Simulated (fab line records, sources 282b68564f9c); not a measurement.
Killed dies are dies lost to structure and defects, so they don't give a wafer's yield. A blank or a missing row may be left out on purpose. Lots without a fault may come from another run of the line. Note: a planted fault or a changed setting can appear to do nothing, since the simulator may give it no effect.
What tool caused it? | flow ritCmos | 14 lots with 42 wafers sampled at 3 steps, on a route of 202 steps

WHAT EACH GAUGE READ, for each wafer
RIT_PWELL_TW_MEAS_10. Usual: for PWELL_TW the level is 960 and the standard deviation is 4.1.
lot  | measured    | on           | PWELL_TW                | flag
L856 | day 1 23:02 | filmMetro-02 | 960 956 957             | 
L857 | day 2 05:35 | filmMetro-04 | 962 955 958             | 
L858 | day 2 09:26 | filmMetro-02 | 958 960 962             | 
L862 | day 3 05:44 | filmMetro-04 | 957 956 950             | 
L864 | day 3 14:42 | filmMetro-04 | 945 946 944 944 943 948 | OFF
L865 | day 3 20:17 | filmMetro-02 | 943 950 946             | OFF
L870 | day 4 20:49 | filmMetro-02 | 955 962 962             | 
L872 | day 5 06:38 | filmMetro-04 | 962 959 959             | 
L873 | day 5 11:21 | filmMetro-04 | 960 962 964             | 
L874 | day 5 16:45 | filmMetro-04 | 964 960 964             | 
L875 | day 5 22:31 | filmMetro-02 | 962 955 957             | 
L876 | day 6 03:37 | filmMetro-03 | 962 961 961             | 
L878 | day 6 12:42 | filmMetro-02 | 953 952 951             | 
L879 | day 6 19:00 | filmMetro-02 | 959 959 957             | 

RIT_WELLDRIVE_RS_MEAS_02: a four-point-probe measurement. Usual: for PWELL_RS the level is 429.6 ohm/sq and the standard deviation is 1.3.
lot  | measured    | on           | PWELL_RS (ohm/sq)                   | flag
L856 | day 2 04:56 | filmMetro-02 | 429.7 430.6 429.5                   | 
L857 | day 2 10:52 | filmMetro-03 | 427.6 429.4 426.6                   | 
L858 | day 2 14:59 | filmMetro-02 | 429.4 430.6 426.8                   | 
L862 | day 3 11:01 | filmMetro-03 | 428.3 430.1 428.9                   | 
L864 | day 3 22:04 | filmMetro-03 | 440.1 441.5 438.3 440.1 440.2 438.7 | OFF
L865 | day 4 01:32 | filmMetro-02 | 439.9 439.0 440.1 440.7 439.0 439.6 | OFF
L870 | day 5 02:05 | filmMetro-04 | 429.8 429.1 428.4                   | 
L872 | day 5 11:53 | filmMetro-02 | 429.9 430.4 430.1                   | 
L873 | day 5 16:37 | filmMetro-02 | 430.3 429.4 430.4                   | 
L874 | day 5 22:01 | filmMetro-03 | 429.8 432.2 430.8                   | 
L875 | day 6 03:46 | filmMetro-04 | 429.1 431.5 430.3                   | 
L876 | day 6 08:53 | filmMetro-03 | 428.7 428.7 429.5                   | 
L878 | day 6 17:58 | filmMetro-03 | 431.7 430.1 430.4                   | 
L879 | day 7 00:16 | filmMetro-02 | 432.3 431.4 431.5                   | 

EACH LOT AND THE TOOL THAT RAN IT (in order: tool; ch and the chambers of the sampled wafers; start)
lot  | RIT_PWELL_IMPLANT_08
L856 | implanter-03 ch 0, day 1 22:43
L857 | implanter-03 ch 0, day 2 05:16
L858 | implanter-03 ch 0, day 2 09:08
L862 | implanter-04 ch 0, day 3 05:26
L864 | implanter-01 ch 0, day 3 14:22
L865 | implanter-01 ch 0, day 3 19:58
L870 | implanter-04 ch 0, day 4 20:30
L872 | implanter-04 ch 0, day 5 06:18
L873 | implanter-04 ch 0, day 5 11:01
L874 | implanter-04 ch 0, day 5 16:25
L875 | implanter-03 ch 0, day 5 22:11
L876 | implanter-04 ch 0, day 6 03:18
L878 | implanter-03 ch 0, day 6 12:22
L879 | implanter-03 ch 0, day 6 18:41
- RIT_PWELL_IMPLANT_08

WHAT THE TOOLS THEMSELVES READ (means of the sampled wafers that have a number; where no wafer has one, the mark that the record gives instead)
RIT_PWELL_IMPLANT_08. Usual: 7e+13 for doseIonsCm2, sd 7.6e+10.
lot  | tool         | doseIonsCm2 | flag
L856 | implanter-03 | 7e+13       | 
L857 | implanter-03 | 7e+13       | 
L858 | implanter-03 | 7e+13       | 
L862 | implanter-04 | 7e+13       | 
L864 | implanter-01 | 7e+13       | 
L865 | implanter-01 | 7e+13       | 
L870 | implanter-04 | 7e+13       | 
L872 | implanter-04 | 7e+13       | 
L873 | implanter-04 | 7e+13       | 
L874 | implanter-04 | 7e+13       | 
L875 | implanter-03 | 7e+13       | 
L876 | implanter-04 | 7e+13       | 
L878 | implanter-03 | 7e+13       | 
L879 | implanter-03 | 7e+13       | 

THE ANSWER, worked out from the rows above alone
Rule: take the mean of a lot's wafers that have a number; if it is more than 3 standard deviations from the usual mean, the lot is off. Also off: a lot with no number at a reading for which 4 or more lots have one. The other lots that the step has rows for count as sound. First the gauges in route order, then the tools' own readings, where a lot's mean is used as printed above. At the first step where some lot is off, the reading lying furthest off is the one used; lots without a number count as furthest.
Off: L864, L865, at RIT_PWELL_TW_MEAS_10 (PWELL_TW).
If a tool, at a process step before that reading, ran all the lots that are off and no sound lot after the first of them, it fits. Gauges at RIT_PWELL_TW_MEAS_10: tried the same way as those tools. One fits: RIT_PWELL_IMPLANT_08 on implanter-01. It ran no sound lot before its first lot that is off in this sample, so the start can't be narrowed down.

WHAT THE SIMULATOR PUT IN
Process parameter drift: implanter-01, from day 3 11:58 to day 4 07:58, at RIT_PWELL_IMPLANT_08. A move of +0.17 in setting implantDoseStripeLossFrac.
Shown lots that were struck: L864, L865. The rule above reached the same finding.
